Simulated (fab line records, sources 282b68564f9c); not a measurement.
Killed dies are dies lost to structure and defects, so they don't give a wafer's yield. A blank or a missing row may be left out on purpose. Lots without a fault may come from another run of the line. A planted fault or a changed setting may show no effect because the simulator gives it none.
Which tool did it? | flow rit_cmos | 15 lots, 45 wafers sampled, at 2 steps of a route of 202

WHAT THE GAUGES READ, wafer by wafer
RIT_NWELL_OVL_MEAS_06. Usual: NWELL_OVL 1.8 nm, standard deviation 1.3.
lot  | measured    | on         | NWELL_OVL (nm)       | flag
L978 | day 1 20:15 | overlay-01 | 2.5 4.4 2.4          |
L980 | day 2 07:00 | overlay-01 | 4.0 3.5 2.5          |
L981 | day 2 12:05 | overlay-01 | 0.5 1.2 -1.2         |
L982 | day 2 16:20 | overlay-02 | 4.4 4.5 3.2          |
L983 | day 2 21:19 | overlay-01 | 0.5 1.9 1.0          |
L988 | day 3 23:05 | overlay-01 | -145.5 -147.5 -146.3 | OFF
L990 | day 4 08:59 | overlay-01 | -148.5 -149.1 -148.8 | OFF
L991 | day 4 13:16 | overlay-01 | -147.0 -148.9 -147.4 | OFF
L994 | day 5 04:17 | overlay-02 | 1.8 1.3 0.9          |
L995 | day 5 09:40 | overlay-02 | 2.4 1.5 0.8          |
L996 | day 5 14:18 | overlay-02 | 1.7 3.6 2.8          |
L998 | day 6 02:53 | overlay-01 | 0.1 -0.5 1.1         |
L999 | day 6 07:13 | overlay-02 | 3.2 2.8 1.9          |
L100 | day 6 11:52 | overlay-01 | 2.8 2.9 2.0          |
L101 | day 6 17:38 | overlay-02 | 2.9 2.2 2.0          |

WHICH TOOL RAN EACH LOT (tool, then ch and the chambers of the sampled wafers, then the start)
lot  | RIT_NWELL_EXPOSE_03
L978 | iline_stepper-01 ch 0, day 1 19:50
L980 | iline_stepper-01 ch 0, day 2 06:34
L981 | iline_stepper-02 ch 0, day 2 11:39
L982 | iline_stepper-02 ch 0, day 2 15:55
L983 | iline_stepper-01 ch 0, day 2 20:55
L988 | iline_stepper-02 ch 0, day 3 22:41
L990 | iline_stepper-02 ch 0, day 4 08:34
L991 | iline_stepper-02 ch 0, day 4 12:51
L994 | iline_stepper-01 ch 0, day 5 03:52
L995 | iline_stepper-01 ch 0, day 5 09:14
L996 | iline_stepper-01 ch 0, day 5 13:52
L998 | iline_stepper-01 ch 0, day 6 02:29
L999 | iline_stepper-01 ch 0, day 6 06:48
L100 | iline_stepper-01 ch 0, day 6 11:26
L101 | iline_stepper-01 ch 0, day 6 17:13
- RIT_NWELL_EXPOSE_03: exposes mask M2, target cd 43900 nm.

WHAT THE TOOLS THEMSELVES READ (means of the sampled wafers that have a number; where no wafer has one, the mark that the record gives instead)
RIT_NWELL_EXPOSE_03. Usual: stage_vel_mm_s 500.01 mm/s, standard deviation 0.28.
lot  | tool             | stage_vel_mm_s (mm/s) | flag
L978 | iline_stepper-01 | 500.04                |
L980 | iline_stepper-01 | 500.11                |
L981 | iline_stepper-02 | 500.26                |
L982 | iline_stepper-02 | 500.53                |
L983 | iline_stepper-01 | 500.19                |
L988 | iline_stepper-02 | 499.72                |
L990 | iline_stepper-02 | 500.33                |
L991 | iline_stepper-02 | 499.68                |
L994 | iline_stepper-01 | 499.94                |
L995 | iline_stepper-01 | 499.94                |
L996 | iline_stepper-01 | 499.73                |
L998 | iline_stepper-01 | 500.13                |
L999 | iline_stepper-01 | 499.82                |
L100 | iline_stepper-01 | 500.22                |
L101 | iline_stepper-01 | 499.93                |

THE ANSWER, worked out from the rows above alone
Rule: a lot is off if the mean of its wafers that have a number lies more than 3 standard deviations from the usual mean. A lot without any number at a reading at which 4 lots or more have one is off too. The other lots that the step has rows for count as sound. The gauges are gone through in route order, then the tools' own readings, and for those a lot's mean is taken as printed above. The first step at which some lot is off is used, and at that step the reading that is off furthest; a lot without a number counts as furthest.
Off: L988, L990, L991, at RIT_NWELL_OVL_MEAS_06 (NWELL_OVL).
A tool fits if, at a process step before that reading, it ran every lot that is off, and no sound lot after the first of them. The gauges at RIT_NWELL_OVL_MEAS_06 are tried like those tools. One fits: iline_stepper-02 at RIT_NWELL_EXPOSE_03. Its last sound lot is L982 (day 2 15:55), its first lot that is off L988 (day 3 22:41): a fault that began between those two fits.

WHAT THE SIMULATOR HAD PUT IN
Scanner matching overlay: iline_stepper-02, from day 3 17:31 on, at RIT_NWELL_EXPOSE_03. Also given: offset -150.
Lots struck among those shown: L988, L990, L991. The rule above found the same.
